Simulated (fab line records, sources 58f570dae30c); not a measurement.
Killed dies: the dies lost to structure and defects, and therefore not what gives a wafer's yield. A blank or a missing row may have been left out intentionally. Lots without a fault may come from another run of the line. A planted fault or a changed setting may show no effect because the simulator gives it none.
Split-lot trial -- flow berkeley cmos170 -- 5 lots, 23 wafers read, on a route of 331 steps

== SPLIT DETAILS ==
At UCB170_ZERO_COAT_01 (resist thk 900 nm), the setting spin rpm was moved away from the recipe's 1500 rpm on 5 of the 23 wafers read, by -7.3% to +5.3%. All remaining wafers had this setting at the recipe value.

The reading comes from the split's own step.

== THE READING ==
KrF_of_ZERO_COAT_01.thk nm (the simulator's own value, which no gauge read), in nm, at UCB170_ZERO_COAT_01 (resist thk 900 nm). No usual value for it is given in the file. Average 900.1 nm, standard deviation 2.6 nm, over the 18 wafers here run with the recipe.

wafer,"tool, chamber at the split","spin rpm as run, rpm",against the recipe,"KrF_of_ZERO_COAT_01.thk nm, nm",against lot-mates on the recipe
L076.1,"litho track-04, 0",1500,recipe,904.1,-
L076.2,"litho track-04, 0",1500,recipe,899.4,-
L076.4,"litho track-04, 0",1500,recipe,901.2,-
L076.5,"litho track-04, 0",1500,recipe,899.7,-
L076.6,"litho track-04, 0",1500,recipe,902.4,-
L077.1,"litho track-04, 0",1500,recipe,902.8,-
L077.3,"litho track-04, 0",1500,recipe,904.5,-
L077.5,"litho track-04, 0",1500,recipe,904.6,-
L078.1,"litho track-02, 0",1500,recipe,899.1,-
L078.2,"litho track-02, 0",1500,recipe,895.9,-
L078.4,"litho track-02, 0",1500,recipe,897.3,-
L078.5,"litho track-02, 0",1500,recipe,898.8,-
L078.6,"litho track-02, 0",1500,recipe,898.7,-
L081.1,"litho track-02, 0",1500,recipe,897.1,-
L081.2,"litho track-02, 0",1500,recipe,896.1,-
L081.3,"litho track-02, 0",1500,recipe,899.7,-
L081.5,"litho track-02, 0",1390,-7.3%,929.9,+32.3
L081.6,"litho track-02, 0",1390,-7.3%,928.2,+30.6
L084.1,"litho track-02, 0",1579,+5.3%,877.2,-23.0
L084.3,"litho track-02, 0",1579,+5.3%,879,-21.2
L084.4,"litho track-02, 0",1500,recipe,899.7,-
L084.5,"litho track-02, 0",1579,+5.3%,879.7,-20.5
L084.6,"litho track-02, 0",1500,recipe,900.8,-

THE FIT
A straight line over all 23 wafers: KrF_of_ZERO_COAT_01.thk nm changes by -4 nm for each +1% of spin rpm; r = -0.98; the points scatter about the line by 2.5 nm.
The same after taking each lot's own level away (the mean of its wafers on the recipe; 23 wafers): -4.21 nm for each +1%; r = -0.99; scatter 1.3 nm.
On that fit, the largest move of spin rpm shifts the reading by 31 nm.
The lots' own levels span 897.63 to 903.97 nm, that is 2.4 times the standard deviation above.
Consequently the slope shifts little with the lot-to-lot level, the two slopes agreeing.
Check: +30.3 nm against its lot-mates is what the line predicts for one of the wafers moved furthest among these (-7.3%) when that wafer is left out of the fit. It came out at +32.3 nm against them.

== THE WHOLE CHAIN: every reading that the file lists as answering this split, in the file's order ==
step,what it does,reading,change (the file's fit),r (the file's)
UCB170_ZERO_COAT_01,resist thk 900 nm,"KrF_of_ZERO_COAT_01.thk nm (the simulator's own value, which no gauge read)",-4.22 nm for each +1% of the setting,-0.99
UCB170_ZERO_STRIP_07,strips in O2,strip time to endpoint s,withheld for each +1% of the setting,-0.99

== THE FILE'S OWN FIT ==
KrF_of_ZERO_COAT_01.thk nm changes by -4.22 nm for each +1% of spin rpm, r = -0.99.
